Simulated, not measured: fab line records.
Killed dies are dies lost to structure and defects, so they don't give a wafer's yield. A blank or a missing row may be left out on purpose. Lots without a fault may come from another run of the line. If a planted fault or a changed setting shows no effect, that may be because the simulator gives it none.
Which tool was responsible?    flow ritCmos    12 lots with 36 wafers sampled at 2 steps, on a route of 202 steps

## WHAT EACH GAUGE READ, for each wafer
RIT_SPACER_THK_MEAS_04. Usual: SPACER_NITRIDE_THK 256.6 nm, standard deviation 2.4.
lot   measured     on            SPACER_NITRIDE_THK (nm)  flag
L617  day 3 00:43  filmMetro-01  253.5 254.2 254.8        
L618  day 3 02:48  filmMetro-04  259.6 261.9 260.3        
L619  day 3 09:32  filmMetro-04  252.7 252.9 252.7        
L620  day 3 12:58  filmMetro-01  255.4 257.2 257.5        
L621  day 3 19:22  filmMetro-02  258.5 257.5 257.4        
L622  day 3 23:26  filmMetro-04  258.6 257.9 258.7        
L623  day 4 03:00  filmMetro-04  256.9 255.9 255.7        
L625  day 4 13:34  filmMetro-04  260.8 260.5 262.5        
L628  day 5 05:09  filmMetro-01  291.6 291.4 294.5        OFF
L634  day 6 11:32  filmMetro-02  257.4 256.5 251.5        
L637  day 7 03:07  filmMetro-04  255.2 253.7 254.9        
L640  day 7 15:56  filmMetro-02  256.2 256.5 254.2        

## WHAT TOOL EACH LOT RAN ON (gives the tool, then ch and the chambers of the sampled wafers, and finally the start)
lot   RIT_SPACER_CVD_03
L617  lpcvd-02 ch 1, day 2 22:47
L618  lpcvd-02 ch 1, day 3 00:53
L619  lpcvd-01 ch 0, day 3 07:37
L620  lpcvd-02 ch 0, day 3 11:02
L621  lpcvd-02 ch 0, day 3 17:27
L622  lpcvd-02 ch 0, day 3 21:30
L623  lpcvd-02 ch 0, day 4 01:04
L625  lpcvd-01 ch 0, day 4 11:38
L628  lpcvd-02 ch 0, day 5 03:13
L634  lpcvd-02 ch 1, day 6 09:35
L637  lpcvd-01 ch 0, day 7 01:11
L640  lpcvd-01 ch 1, day 7 14:01
- RIT_SPACER_CVD_03: deposits Si3N4 from SiH2Cl2/NH3, target thk 250 nm, time 3386 s.

## WHAT THE TOOLS THEMSELVES READ (means of the sampled wafers that have a number; where no wafer has one, the mark that the record gives instead)
RIT_SPACER_CVD_03. Usual: nh3FlowSccm 150.0 sccm, standard deviation 0.45; spikeTcCentreC 811.7 C, standard deviation 1.
lot   tool      nh3FlowSccm (sccm)  spikeTcCentreC (C)  flag
L617  lpcvd-02  149.8               810.4               
L618  lpcvd-02  150.1               811.8               
L619  lpcvd-01  149.5               812.1               
L620  lpcvd-02  149.7               812.1               
L621  lpcvd-02  149.5               811.8               
L622  lpcvd-02  150.6               811.4               
L623  lpcvd-02  149.6               811.7               
L625  lpcvd-01  149.8               812.2               
L628  lpcvd-02  180.3               811.8               OFF
L634  lpcvd-02  150.0               811.4               
L637  lpcvd-01  149.7               812.0               
L640  lpcvd-01  150.2               811.9               

## THE ANSWER, worked out from the rows above alone
Rule: take the mean of a lot's wafers that have a number; if it is more than 3 standard deviations from the usual mean, the lot is off. Also off: a lot with no number at a reading for which 4 or more lots have one. Where the step has rows for the other lots, those lots are counted as sound. Order of review: gauges by route order, followed by the tools' own readings, for which a lot's mean as printed above is used. The first step at which some lot is off is used, and at that step the reading that is off furthest; a lot without a number counts as furthest.
Off: L628, at RIT_SPACER_THK_MEAS_04 (SPACER_NITRIDE_THK).
A tool fits if, at a process step before that reading, it ran every lot that is off, and no sound lot after the first of them. Not tried: the gauges at RIT_SPACER_THK_MEAS_04; whatever is off there is also off at RIT_SPACER_CVD_03, on other tools, and gauge error can't account for it. No candidate that was tried fits.

## WHAT THE SIMULATOR HAD PUT IN
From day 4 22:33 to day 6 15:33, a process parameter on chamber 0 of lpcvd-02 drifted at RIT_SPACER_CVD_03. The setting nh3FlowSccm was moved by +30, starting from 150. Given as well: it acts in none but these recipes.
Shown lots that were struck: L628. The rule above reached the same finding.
